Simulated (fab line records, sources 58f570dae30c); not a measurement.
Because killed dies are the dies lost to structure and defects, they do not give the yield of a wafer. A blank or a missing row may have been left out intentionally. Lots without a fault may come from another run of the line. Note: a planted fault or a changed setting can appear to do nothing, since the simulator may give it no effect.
The same fault as seen by 2 desks :: flow berkeley cmos170 :: each desk holds nothing but its own numbers, with what lay behind them at the end

METROLOGY DESK
What the gauges read, lot by lot, whatever tool the lot ran on: means of the sampled wafers that have a number. If a lot's mean is further than 4 standard deviations from the usual mean, the lot is out of limits and carries the mark OUT (the distance appears in the brackets).
Columns: A = NVT_TW at UCB170_NVT_TW_MEAS_09, usual 526; B = cd nm at UCB170_GATE_CD_MEAS_12, usual 350.3 nm; C = SPACER_TEOS_THK at UCB170_SPACER_THK_MEAS_01, usual 375 nm; D = SILICIDE_TI_THK at UCB170_SILICIDE_THK_MEAS_03, usual 30.3 nm
lot: L895
first seen here: day 5 11:29
A: 521
B: 350.4
C: 370
D: 29.8

lot: L896
first seen here: day 5 19:01
A: 520
B: 349.5
C: 380
D: 31.0

lot: L897
first seen here: day 5 19:17
A: 531
B: 348.8
C: 382
D: 30.4

lot: L898
first seen here: day 6 04:29
A: 532
B: 349.9
C: 375
D: 29.7

lot: L900
first seen here: day 6 20:29
A: 536
B: 351.2
C: 373
D: 30.3

lot: L902
first seen here: day 7 03:07
A: 534
B: 348.9
C: 374
D: 30.1

lot: L906
first seen here: day 7 09:13
A: 527
B: 349.8
C: 374
D: 29.8

lot: L901
first seen here: day 7 09:56
A: 526
B: 350.4
C: 194 (-34) OUT
D: 30.7

lot: L904
first seen here: day 7 09:56
A: 522
B: 352.7
C: 372
D: 30.8

lot: L905
first seen here: day 8 01:56
A: 520
B: 349.4
C: 194 (-34) OUT
D: 30.2

lot: L913
first seen here: day 9 12:50
A: 519
B: 352.4
C: 368
D: 29.9

lot: L914
first seen here: day 9 13:07
A: 532
B: 350.4
C: 377
D: 30.4

lot: L915
first seen here: day 9 22:57
A: 519
B: 349.4
C: 375
D: 30.5

lot: L917
first seen here: day 10 09:19
A: 532
B: 351.1
C: 376
D: 29.9
This desk reports L901, L905 out of limits; the earliest was L901 at day 8 08:26 (SPACER_TEOS_THK at UCB170_SPACER_THK_MEAS_01). In limits: L895, L896, L897, L898, L900, L902, L906, L904, L913, L914, L915, L917.

TOOL OWNER'S DESK, pecvd-02
The tool's own readings at UCB170_SPACER_CVD_00 (deposits SiO2 from TEOS/O2, target thk 376 nm, time 47 s): means of the sampled wafers that have a number, for each lot that ran on this tool. If a lot's mean is further than 4 standard deviations from the usual mean, the lot is out of limits and carries the mark OUT (the distance appears in the brackets).
Columns: A = heater power w at UCB170_SPACER_CVD_00, usual 243 W; B = run length s at UCB170_SPACER_CVD_00, usual 74.9 s
lot: L897
first seen here: day 6 11:39
A: 252
B: 74.9

lot: L900
first seen here: day 7 16:37
A: 267
B: 75.1

lot: L902
first seen here: day 7 22:36
A: 246
B: 74.6

lot: L901
first seen here: day 8 08:23
A: 236
B: 51.7 (-34) OUT

lot: L905
first seen here: day 8 22:45
A: 270
B: 52.2 (-33) OUT
Finding of this desk: L901, L905 out of limits; the first was L901 at day 8 08:23, on run length s at UCB170_SPACER_CVD_00. In limits: L897, L900, L902.

BROUGHT TOGETHER
The tool owner's desk had the chance to raise an alarm at day 8 08:23 on L901, L905.
An alarm was possible from the metrology desk at day 8 08:26, on L901, L905.
The lots listed all ran UCB170_SPACER_CVD_00 on pecvd-02.

WHAT THE SIMULATOR PUT IN
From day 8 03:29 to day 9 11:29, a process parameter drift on pecvd-02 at UCB170_SPACER_CVD_00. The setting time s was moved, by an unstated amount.
Shown lots that were struck: L901, L905.
Hours from the fault's start to each desk's first reading out of limits: the tool owner's desk, 5; the metrology desk, 5.
